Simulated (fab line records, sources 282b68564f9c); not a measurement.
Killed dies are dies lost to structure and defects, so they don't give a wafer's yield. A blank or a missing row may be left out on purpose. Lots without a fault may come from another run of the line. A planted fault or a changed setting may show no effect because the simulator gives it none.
Tool commonality check | flow rit_cmos | 14 lots, 42 wafers sampled

WHY IT WAS OPENED
At RIT_GATE_THK_MEAS_07 the reading GATE_OXIDE_THK is flagged on 2 of 14 lots. Wafers without a fault read 3.00 nm, standard deviation 0.062.
Rule: a lot is flagged when every wafer of it that has a number lies more than 4 standard deviations from that mean, or none has a number. The other lots count as sound.

lot  | measured    | on            | GATE_OXIDE_THK (nm), wafer by wafer | flag
L499 | day 2 11:34 | film_metro-04 | 3.07 3.11 3.11                      |
L500 | day 2 16:02 | film_metro-03 | 2.90 2.94 2.93                      |
L503 | day 3 05:38 | film_metro-04 | 2.87 2.94 2.94                      |
L504 | day 3 11:42 | film_metro-01 | 2.94 2.91 3.03                      |
L506 | day 3 20:37 | film_metro-04 | 3.04 3.03 2.93                      |
L507 | day 4 02:26 | film_metro-01 | 2.71 2.73 2.73                      | FLAGGED
L508 | day 4 06:50 | film_metro-03 | 3.05 3.03 3.03                      |
L509 | day 4 11:53 | film_metro-01 | 3.04 2.99 3.00                      |
L510 | day 4 16:58 | film_metro-01 | 2.64 2.71 2.66                      | FLAGGED
L513 | day 5 07:18 | film_metro-04 | 2.91 2.94 2.98                      |
L517 | day 6 03:54 | film_metro-03 | 2.97 2.97 2.97                      |
L518 | day 6 09:04 | film_metro-01 | 3.02 3.04 3.00                      |
L519 | day 6 14:01 | film_metro-01 | 3.05 3.09 3.07                      |
L520 | day 6 18:35 | film_metro-03 | 2.97 3.03 3.03                      |
The numbers of the flagged lots are 2.70 nm on average: -0.30 nm against the usual, or -5 standard deviations.

WHICH TOOL RAN EACH LOT
The record holds 1 process step before the reading, out of a route of 202 steps. In each cell: the tool, then ch and the chambers that the sampled wafers went through, then the start.
lot  | flag    | RIT_GATE_OXIDATION_05
L499 |         | furnace-04 ch 0, day 2 09:30
L500 |         | furnace-03 ch 0, day 2 14:43
L503 |         | furnace-02 ch 0, day 3 04:03
L504 |         | furnace-04 ch 0, day 3 10:22
L506 |         | furnace-02 ch 0, day 3 19:16
L507 | FLAGGED | furnace-02 ch 0, day 3 23:48
L508 |         | furnace-03 ch 0, day 4 05:31
L509 |         | furnace-04 ch 0, day 4 09:50
L510 | FLAGGED | furnace-02 ch 0, day 4 15:38
L513 |         | furnace-04 ch 0, day 5 05:55
L517 |         | furnace-04 ch 0, day 6 01:51
L518 |         | furnace-04 ch 0, day 6 07:44
L519 |         | furnace-04 ch 0, day 6 12:41
L520 |         | furnace-03 ch 0, day 6 17:16
What these steps do:
- RIT_GATE_OXIDATION_05: target thk 3 nm, ox time 270 s.
- RIT_GATE_THK_MEAS_07

FLAGGED OVER TOTAL, TOOL BY TOOL (the gauges that took the reading come last)
step                  | tool          | lots run | flagged | share of the flagged lots | sound lots run after its first flagged lot
RIT_GATE_OXIDATION_05 | furnace-02    | 4        | 2       | all                       | 0
RIT_GATE_OXIDATION_05 | furnace-03    | 3        | 0       | none                      | -
RIT_GATE_OXIDATION_05 | furnace-04    | 7        | 0       | none                      | -
RIT_GATE_THK_MEAS_07  | film_metro-01 | 6        | 2       | all                       | 3 (L509,L518,L519)
RIT_GATE_THK_MEAS_07  | film_metro-03 | 4        | 0       | none                      | -
RIT_GATE_THK_MEAS_07  | film_metro-04 | 4        | 0       | none                      | -

WHAT THE TABLE ALLOWS
2 rows of the table ran every flagged lot: furnace-02 at RIT_GATE_OXIDATION_05, film_metro-01 at RIT_GATE_THK_MEAS_07.
- furnace-02 at RIT_GATE_OXIDATION_05: 2 of its 4 lots flagged. Its last sound lot is L506 (day 3 19:16), its first flagged lot L507 (day 3 23:48): a fault that began between those two fits.
- film_metro-01 at RIT_GATE_THK_MEAS_07: 2 of its 6 lots flagged. Sound lots ran on it after the first flagged one (L509, L518, L519), which a lasting fault on the whole tool wouldn't allow.
One tool is left: furnace-02 at RIT_GATE_OXIDATION_05.

WHAT THE SIMULATOR HAD PUT IN
Process parameter drift: furnace-02, from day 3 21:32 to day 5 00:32, at RIT_GATE_OXIDATION_05. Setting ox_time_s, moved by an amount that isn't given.
Lots struck among those shown: L507, L510. The rule above found the same.
